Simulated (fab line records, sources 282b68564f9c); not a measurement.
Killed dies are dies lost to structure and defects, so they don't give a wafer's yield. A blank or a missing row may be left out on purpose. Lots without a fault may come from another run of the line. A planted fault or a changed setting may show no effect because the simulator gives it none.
fab line records | flow rit_cmos
record lots=13 wafers=39 last_day=7
route steps=202 shown ACTIVE@1 PWELL@48 PSD@152 M1@202
lots that met no fault: from a run of the same line without faults
start_h: hours from the record's first day to the start of the lot's first wafer shown | wait_h: hours since the lot's step before | " the same as in the row above | L1.1+2: a row that stands for several wafers | - no value, or no start given | * or withheld: withheld | < > ~ a bound
route shown NAME@n: a module of which the file shows steps, and the number in the route of the first | usual: mean/standard deviation of fault-free wafers | same: alike in all rows | chamber/n: place in a boat | sites: the reading at each site | _std_site: their standard deviation | _edge_site: outer sites' mean less inner sites' | radius_mm: how far each site lies from the wafer's centre | mask NAME#n: copy n | behind: the tool/chamber that last shaped the wafer | hold: why the lot was held/for how many hours/how that ended | device: the transistor (n, p or np) that didn't switch | end of line: the same wafers' tests at the end of the route | a step without rows: its recipe alone | killed: dies lost to structure and defects at the first sort, not the wafer's yield | map: a wafer's dies, x killed, . not, _ none there
set.NAME: the setting as run; set.NAME@STEP: as run at that earlier step | model.NAME: the simulator's own value behind a step, which no gauge read
steps of the route over a sample of lots; a table a step, a row a wafer
services: from which hour (start_h, from the record's first day; less than 0 if before it) a tool's chamber was out of use, for how many hours, and why
## steps
# step RIT_ACTIVE_BOW_MEAS_00
# recipe mode=bow
# usual INCOMING_BOW=0/6.2
# columns lot.wafer tool chamber start_h wait_h INCOMING_BOW[um]
L311.1 film_metro-04 - 10.00 - -2
L311.4 " - " " 4
L311.5 " - " " -4
L312.1 film_metro-04 - 15.00 - 0
L312.3 " - " " 5
L312.6 " - " " 8
L314.2 film_metro-01 - 25.02 - 4
L314.3 " - " " -2
L314.5 " - " " 10
L315.1 film_metro-01 - 30.00 - -12
L315.5 " - " " -3
L315.6 " - " " -5
L316.1 film_metro-01 - 35.00 - -3
L316.4 " - " " 3
L316.5 " - " " 1
L317.1 film_metro-01 - 40.00 - -3
L317.3 " - " " 1
L317.6 " - " " -6
L321.2 film_metro-01 - 60.02 - -1
L321.3 " - " " 9
L321.4 " - " " -6
L324.2 film_metro-03 - 75.02 - -8
L324.4 " - " " 1
L324.5 " - " " 0
L326.1 film_metro-01 - 85.00 - 12
L326.4 " - " " 3
L326.5 " - " " -1
L328.3 film_metro-04 - 95.04 - 1
L328.5 " - " " 4
L328.6 " - " " 0
L329.2 film_metro-01 - 100.02 - -1
L329.3 " - " " -4
L329.5 " - " " -2
L332.2 film_metro-03 - 115.02 - -2
L332.5 " - " " 3
L332.6 " - " " -1
L333.1 film_metro-01 - 120.00 - -4
L333.3 " - " " 1
L333.4 " - " " 5
# step RIT_ACTIVE_ETCH_13
# recipe stop_on=SiO2 chemistry=SF6 target=Si3N4 time_s=210 over_etch_frac=0.4 SF6_flow_sccm=200 pressure_mtorr=260 rf_w=125 target_depth_a=2100
# usual chamber_pressure_mTorr=260.01/0.24 drypump_motor_current_A=5.7/0.3 oes_product_au=0.816/0.012 throttle_valve_pct=7.46/0.15
# columns lot.wafer tool chamber start_h wait_h chamber_pressure_mTorr drypump_motor_current_A oes_product_au rf_hours_counter_h throttle_valve_pct
L311.1 rie_diel-01 0 16.33 0.1 260.19 5.8 0.809 171 7.30
L311.4 " 1 " " 259.55 5.5 0.807 45 7.62
L311.5 " 1 " " 260.20 5.5 0.799 - 7.61
L312.1 rie_diel-03 3 19.71 0.1 260.37 6.0 0.831 2 7.30
L312.3 " 0 " " 260.27 6.0 0.816 16 7.50
L312.6 " 0 " " 260.45 6.0 0.819 - 7.49
L314.2 rie_diel-01 2 30.02 0.1 259.81 5.6 0.816 36 7.30
L314.3 " 1 " " 259.93 5.5 0.807 45 7.62
L314.5 " 0 " " 260.34 5.8 0.819 - 7.32
L315.1 rie_diel-03 2 35.63 0.1 259.66 5.7 0.825 2 7.45
L315.5 " 0 " " 259.91 6.0 0.814 - 7.50
L315.6 " 3 " " 259.99 6.0 0.827 - 7.31
L316.1 rie_diel-01 1 40.62 0.1 259.97 5.5 0.804 45 7.61
L316.4 " 2 " " 259.72 5.6 0.812 36 7.29
L316.5 " 0 " " 260.22 5.7 0.815 - 7.32
L317.1 rie_diel-01 3 46.33 0.1 260.23 5.6 0.829 31 7.70
L317.3 " 1 " " 259.61 5.5 0.804 46 7.60
L317.6 " 2 " " 259.79 5.6 0.800 - 7.30
L321.2 rie_diel-01 1 65.11 0.1 259.58 5.5 0.805 46 7.62
L321.3 " 3 " " 259.80 5.6 0.830 32 7.69
L321.4 " 2 " " 260.50 5.6 0.811 37 7.29
L324.2 rie_diel-03 0 81.50 0.1 260.15 6.0 0.820 17 7.50
L324.4 " 3 " " 130.07 6.0 0.829 3 7.32
L324.5 " 2 " " 260.33 5.7 0.815 - 7.45
L326.1 rie_diel-01 3 91.13 0.1 260.10 5.7 0.832 32 7.71
L326.4 " 1 " " 259.75 5.5 0.802 47 7.61
L326.5 " 3 " " 260.53 5.7 0.823 - 7.70
L328.3 rie_diel-04 0 100.80 0.1 259.82 5.3 0.782 - 7.44
L328.5 " 3 " " 259.61 6.5 0.810 - 7.52
L328.6 " 0 " " 260.09 5.3 0.789 - 7.45
L329.2 rie_diel-01 3 107.73 0.1 260.25 5.6 0.824 32 7.70
L329.3 " 1 " " 259.97 5.4 0.799 47 7.62
L329.5 " 2 " " 259.45 5.6 0.816 - 7.29
L332.2 rie_diel-01 0 119.83 0.1 260.28 5.7 0.811 1 7.29
L332.5 " 2 " " 259.71 5.6 0.812 - 7.29
L332.6 " 3 " " 259.73 5.6 0.830 - 7.71
L333.1 rie_diel-01 0 126.81 0.1 260.10 5.7 0.827 1 7.32
L333.3 " 3 " " 260.10 5.7 0.830 33 7.71
L333.4 " 1 " " 260.28 5.5 0.800 47 7.63
# step RIT_PWELL_STRIP_09
# recipe chemistry=O2 time_s=180 resist=NOVOLAK platen_temp_c=withheld power_w=500 pressure_mtorr=4000 o2_flow_sccm=4000
# usual chamber_pressure_mTorr=4000/3.6 drypump_motor_current_A=5.45/0.14
# columns lot.wafer tool chamber start_h wait_h chamber_pressure_mTorr drypump_motor_current_A rf_hours_counter_h
L311.1 plasma_asher-03 0 24.55 0.1 4001 5.54 38
L311.4 " 1 " " 4001 5.31 -
L311.5 " 0 " " 4003 5.56 -
L312.1 plasma_asher-04 1 28.27 0.1 3999 5.77 24
L312.3 " 0 " " 4008 5.25 -
L312.6 " 1 " " 4001 5.73 -
L314.2 plasma_asher-01 1 39.14 0.1 3999 5.42 39
L314.3 " 1 " " 3995 5.44 -
L314.5 " 0 " " 3997 5.42 -
L315.1 plasma_asher-01 1 43.78 0.1 3997 5.48 40
L315.5 " 1 " " 4001 5.49 -
L315.6 " 0 " " 4004 5.41 -
L316.1 plasma_asher-04 0 48.69 0.1 4000 5.26 26
L316.4 " 1 " " 3997 5.73 -
L316.5 " 1 " " 4003 5.72 -
L317.1 plasma_asher-03 0 53.89 0.1 4001 5.51 41
L317.3 " 0 " " 4000 5.54 -
L317.6 " 1 " " 4002 5.30 -
L321.2 plasma_asher-04 1 79.14 0.1 4003 5.75 29
L321.3 " 0 " " 4000 5.28 -
L321.4 " 1 " " 3993 5.71 -
L324.2 plasma_asher-03 0 89.78 0.1 4002 5.55 45
L324.4 " 0 " " 4001 5.52 -
L324.5 " 0 " " 3999 5.54 -
L326.1 plasma_asher-03 1 98.86 0.1 4000 5.34 46
L326.4 " 1 " " 4001 5.36 -
L326.5 " 0 " " 3997 5.53 -
L328.3 plasma_asher-04 1 110.35 0.1 3999 5.71 -
L328.5 " 0 " " 4001 5.25 -
L328.6 " 1 " " 4002 5.68 -
L329.2 plasma_asher-03 0 116.83 0.1 4000 5.51 48
L329.3 " 1 " " 3995 5.32 -
L329.5 " 1 " " 3999 5.36 -
L332.2 plasma_asher-03 0 129.85 0.1 3999 5.54 50
L332.5 " 0 " " 4007 5.52 -
L332.6 " 1 " " 3998 5.31 -
L333.1 plasma_asher-01 0 134.52 0.1 4004 5.42 2
L333.3 " 1 " " 3999 5.47 -
L333.4 " 0 " " 4000 5.44 -
# step RIT_PSD_TW_MEAS_10
# usual PSD_TW=3433/56
# columns lot.wafer tool chamber start_h wait_h PSD_TW
L311.1 film_metro-01 - 53.88 0.1 3475
L311.4 " - " " 3472
L311.5 " - " " 3476
L312.1 film_metro-03 - 56.39 0.1 3457
L312.3 " - " " 3458
L312.6 " - " " 3458
L314.2 film_metro-03 - 65.64 0.1 3458
L314.3 " - " " 3438
L314.5 " - " " 3430
L315.1 film_metro-01 - 71.61 0.1 3471
L315.5 " - " " 3473
L315.6 " - " " 3467
L316.1 film_metro-04 - 78.23 0.1 3370
L316.4 " - " " 3374
L316.5 " - " " 3372
L317.1 film_metro-04 - 82.19 0.1 3356
L317.3 " - " " 3376
L317.6 " - " " 3362
L321.2 film_metro-03 - 107.03 0.1 3455
L321.3 " - " " 3452
L321.4 " - " " 3465
L324.2 film_metro-03 - 119.65 0.1 3468
L324.4 " - " " 3461
L324.5 " - " " 3446
L326.1 film_metro-03 - 125.93 0.1 3472
L326.4 " - " " 3472
L326.5 " - " " 3473
L328.3 film_metro-01 - 140.16 0.1 3457
L328.5 " - " " 3456
L328.6 " - " " 3472
L329.2 film_metro-04 - 144.34 0.1 3352
L329.3 " - " " 3336
L329.5 " - " " 3346
L332.2 film_metro-01 - 160.06 0.1 3504
L332.5 " - " " 3483
L332.6 " - " " 3496
L333.1 film_metro-03 - 161.87 0.1 3477
L333.3 " - " " 3472
L333.4 " - " " 3485
# step RIT_M1_PROBE_99
# usual killed_at_contacts=0.1/0.34 killed_at_front_end=6.6/2.7 killed_dies=6.7/2.7 killed_open=3.5/1.9 killed_short=3.1/1.8
# same gross_dies=264 killed_at_M0_to_M3=0 killed_at_M4_up=0 killed_at_back_side=0 killed_at_other=0
# columns lot.wafer tool chamber start_h wait_h killed_at_contacts killed_at_front_end killed_dies killed_open killed_short
L311.1 prober-01 - 61.99 0.1 0 6 6 3 3
L311.4 prober-01 - 62.14 0.2 0 3 3 2 1
L311.5 prober-01 - 62.19 0.2 0 7 7 3 4
L312.1 prober-02 - 64.32 0.1 0 4 4 1 3
L312.3 prober-02 - 64.42 0.2 0 5 5 3 2
L312.6 prober-02 - 64.57 0.2 0 13 13 8 5
L314.2 prober-02 - 73.65 0.1 0 5 5 3 2
L314.3 prober-02 - 73.70 0.2 0 6 6 4 2
L314.5 prober-02 - 73.80 0.2 0 6 6 4 2
L315.1 prober-01 - 79.32 0.1 0 10 10 5 5
L315.5 prober-01 - 79.52 0.2 0 7 7 3 4
L315.6 prober-01 - 79.57 0.2 0 10 10 3 7
L316.1 prober-02 - 86.18 0.1 0 5 5 3 2
L316.4 prober-02 - 86.33 0.2 0 8 8 4 4
L316.5 prober-02 - 86.38 0.2 0 8 8 5 3
L317.1 prober-01 - 90.24 0.1 0 3 3 0 3
L317.3 prober-01 - 90.34 0.2 0 4 4 1 3
L317.6 prober-01 - 90.49 0.2 0 2 2 1 1
L321.2 prober-01 - 115.00 0.1 0 6 6 2 4
L321.3 prober-01 - 115.05 0.2 0 5 5 3 2
L321.4 prober-01 - 115.10 0.2 0 6 6 5 1
L324.2 prober-02 - 127.69 0.1 1 3 4 1 3
L324.4 prober-02 - 127.79 0.2 0 4 4 2 2
L324.5 prober-02 - 127.84 0.2 0 5 5 4 1
L326.1 prober-01 - 135.74 0.1 0 12 12 4 8
L326.4 prober-01 - 135.89 0.2 0 10 10 4 6
L326.5 prober-01 - 135.94 0.2 0 2 2 2 0
L328.3 prober-02 - 147.97 0.2 2 9 11 4 7
L328.5 prober-02 - 148.07 0.2 0 7 7 4 3
L328.6 prober-02 - 148.12 0.2 0 8 8 2 6
L329.2 prober-01 - 152.26 0.1 0 6 6 1 5
L329.3 prober-01 - 152.31 0.2 0 5 5 3 2
L329.5 prober-01 - 152.41 0.2 0 6 6 1 5
L332.2 prober-02 - 168.25 0.1 0 11 11 4 7
L332.5 prober-02 - 168.40 0.2 0 4 4 1 3
L332.6 prober-02 - 168.45 0.2 0 6 6 2 4
L333.1 prober-01 - 170.01 0.1 0 4 4 1 3
L333.3 prober-01 - 170.11 0.2 0 7 7 2 5
L333.4 prober-01 - 170.16 0.2 1 4 5 1 4
# killed by level:class
L311.1 GATE:geometric_particle:short=2 SPACER:geometric_particle:open=2 GATE:geometric_particle:open=1 SILICIDE:geometric_particle:short=1
L311.4 FOX2:geometric_particle:short=1 GATE:geometric_particle:open=1 SPACER:geometric_particle:open=1
L311.5 SPACER:geometric_particle:short=2 SILICIDE:geometric_particle:open=2 FOX2:geometric_particle:short=1 GATE:geometric_particle:short=1 SPACER:geometric_particle:open=1
L312.1 SPACER:geometric_particle:short=2 FOX2:geometric_particle:short=1 REOX:geometric_particle:open=1
L312.3 GATE:geometric_particle:short=2 FOX2:geometric_particle:open=1 GATE:geometric_particle:open=1 REOX:geometric_particle:open=1
L312.6 REOX:geometric_particle:open=4 GATE:geometric_particle:short=3 FOX2:geometric_particle:open=2 FOX2:geometric_particle:short=1 GATE:geometric_particle:open=1 REOX:geometric_particle:short=1 SPACER:geometric_particle:open=1
L314.2 GATE:geometric_particle:open=2 FOX1:geometric_particle:open=1 GATE:geometric_particle:short=1 SILICIDE:geometric_particle:short=1
L314.3 GATE:geometric_particle:open=2 FOX1:geometric_particle:open=1 FOX1:geometric_particle:short=1 SILICIDE:geometric_particle:short=1 SILICIDE:geometric_particle:open=1
L314.5 GATE:geometric_particle:short=2 SILICIDE:geometric_particle:open=2 GATE:geometric_particle:open=1 REOX:geometric_particle:open=1
L315.1 GATE:geometric_particle:open=4 GATE:geometric_particle:short=3 SPACER:geometric_particle:short=2 FOX1:geometric_particle:open=1
L315.5 GATE:geometric_particle:open=2 GATE:geometric_particle:short=2 SILICIDE:geometric_particle:short=2 FOX1:geometric_particle:open=1
L315.6 GATE:geometric_particle:short=5 FOX1:geometric_particle:open=1 FOX1:geometric_particle:short=1 GATE:geometric_particle:open=1 SPACER:geometric_particle:short=1 SPACER:geometric_particle:open=1
L316.1 GATE:geometric_particle:open=2 FOX1:geometric_particle:short=1 GATE:geometric_particle:short=1 REOX:geometric_particle:open=1
L316.4 GATE:geometric_particle:short=3 GATE:geometric_particle:open=2 FOX1:geometric_particle:open=1 SPACER:geometric_particle:open=1 SPACER:geometric_particle:short=1
L316.5 GATE:geometric_particle:open=2 SILICIDE:geometric_particle:open=2 GATE:geometric_particle:short=1 REOX:geometric_particle:open=1 SPACER:geometric_particle:short=1 SILICIDE:geometric_particle:short=1
L317.1 FOX1:geometric_particle:short=1 GATE:geometric_particle:short=1 SILICIDE:geometric_particle:short=1
L317.3 FOX1:geometric_particle:short=1 GATE:geometric_particle:open=1 GATE:geometric_particle:short=1 SILICIDE:geometric_particle:short=1
L317.6 FOX1:geometric_particle:short=1 GATE:geometric_particle:open=1
L321.2 GATE:geometric_particle:short=2 SPACER:geometric_particle:open=2 REOX:geometric_particle:short=1 SILICIDE:geometric_particle:short=1
L321.3 GATE:geometric_particle:open=2 GATE:geometric_particle:short=1 SPACER:geometric_particle:open=1 REOX:geometric_particle:short=1
L321.4 FOX2:geometric_particle:open=2 GATE:geometric_particle:open=2 REOX:geometric_particle:short=1 REOX:geometric_particle:open=1
L324.2 GATE:geometric_particle:short=1 SILICIDE:geometric_particle:short=1 SPACER:geometric_particle:short=1 CONTACT:geometric_particle:open=1
L324.4 GATE:geometric_particle:open=2 FOX2:geometric_particle:short=1 SPACER:geometric_particle:short=1
L324.5 GATE:geometric_particle:open=3 GATE:geometric_particle:short=1 SILICIDE:geometric_particle:open=1
L326.1 GATE:geometric_particle:short=3 GATE:geometric_particle:open=3 FOX1:geometric_particle:short=2 REOX:geometric_particle:short=2 SPACER:geometric_particle:open=1 SPACER:geometric_particle:short=1
L326.4 GATE:geometric_particle:open=3 GATE:geometric_particle:short=3 REOX:geometric_particle:short=2 FOX1:geometric_particle:short=1 FOX1:geometric_particle:open=1
L326.5 FOX1:geometric_particle:open=1 GATE:geometric_particle:open=1
L328.3 GATE:geometric_particle:open=2 GATE:geometric_particle:short=2 CONTACT:geometric_particle:short=2 FOX1:geometric_particle:open=1 FOX1:geometric_particle:short=1 FOX2:geometric_particle:open=1 REOX:geometric_particle:short=1 SPACER:geometric_particle:short=1
L328.5 GATE:geometric_particle:open=3 FOX2:geometric_particle:short=1 GATE:geometric_particle:short=1 REOX:geometric_particle:short=1 SILICIDE:geometric_particle:open=1
L328.6 GATE:geometric_particle:short=3 GATE:geometric_particle:open=2 REOX:geometric_particle:short=2 FOX2:geometric_particle:short=1
L329.2 FOX1:geometric_particle:short=2 GATE:geometric_particle:short=2 FOX2:geometric_particle:open=1 REOX:geometric_particle:short=1
L329.3 GATE:geometric_particle:short=2 FOX2:geometric_particle:open=1 GATE:geometric_particle:open=1 REOX:geometric_particle:open=1
L329.5 REOX:geometric_particle:short=3 FOX2:geometric_particle:short=1 SPACER:geometric_particle:short=1 SILICIDE:geometric_particle:open=1
L332.2 GATE:geometric_particle:short=2 GATE:geometric_particle:open=2 SPACER:geometric_particle:open=2 FOX1:geometric_particle:short=1 FOX2:geometric_particle:short=1 REOX:geometric_particle:short=1 SPACER:geometric_particle:short=1 SILICIDE:geometric_particle:short=1
L332.5 GATE:geometric_particle:short=2 FOX2:geometric_particle:short=1 GATE:geometric_particle:open=1
L332.6 GATE:geometric_particle:short=3 FOX2:geometric_particle:open=2 REOX:geometric_particle:short=1
L333.1 GATE:geometric_particle:short=3 GATE:geometric_particle:open=1
L333.3 GATE:geometric_particle:short=2 FOX1:geometric_particle:short=1 GATE:geometric_particle:open=1 REOX:geometric_particle:short=1 REOX:geometric_particle:open=1 SILICIDE:geometric_particle:short=1
L333.4 REOX:geometric_particle:short=1 SPACER:geometric_particle:short=1 SILICIDE:geometric_particle:open=1 SILICIDE:geometric_particle:short=1 CONTACT:geometric_particle:short=1
## services
# columns tool chamber start_h hours kind
plasma_asher-01 - 4.56 2.8 pm
plasma_asher-04 - 5.95 1.3 repair
rie_diel-04 0 7.54 9.5 repair
rie_diel-04 0 25.28 4.8 repair
rie_diel-01 0 41.83 - clean
rie_diel-01 0 41.83 14.3 scheduled_down
rie_diel-01 0 41.83 14.3 vent_cycle
rie_diel-03 0 71.75 2.1 repair
rie_diel-01 0 75.81 3.4 repair
rie_diel-03 - 82.90 2.8 pm
rie_diel-04 2 85.69 40.9 repair
rie_diel-04 1 93.01 11.3 repair
rie_diel-03 1 103.93 - clean
rie_diel-03 1 103.93 17.7 scheduled_down
rie_diel-03 1 103.93 17.7 vent_cycle
plasma_asher-01 - 105.73 1.2 repair
plasma_asher-01 - 108.75 9.0 pm
plasma_asher-01 0 108.75 9.0 vent_cycle
plasma_asher-01 1 108.75 9.0 vent_cycle
plasma_asher-01 0 117.75 - clean
plasma_asher-01 1 117.75 - clean
## key
first_sign step=RIT_ACTIVE_ETCH_13 reading=chamber_pressure_mTorr direction=down sigmas=99+ usual=260.01 struck=130.07
effect none on later readings
met_at RIT_ACTIVE_ETCH_13
struck_lots L324
struck_wafers L324.4
tester_left_out L324
not_acting_at RIT_ACTIVE_BOW_MEAS_00,RIT_PWELL_STRIP_09,RIT_PSD_TW_MEAS_10
onset_between 35.63 81.50
fault kind=process_parameter_drift tool=rie_diel-03 chamber=3 onset_h=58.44 steps=RIT_ACTIVE_ETCH_13 channel=pressure_mtorr offset=-130 shape=step end_h=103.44 acts_in=these_recipes_only stated=260
# tester_left_out: of these lots the tester's yield and bins aren't shown, on N5 and GAA mostly nor the transistor test; their killed dies are dies lost to structure and defects alone, not to doping, threshold or leakage, so they don't give the yield
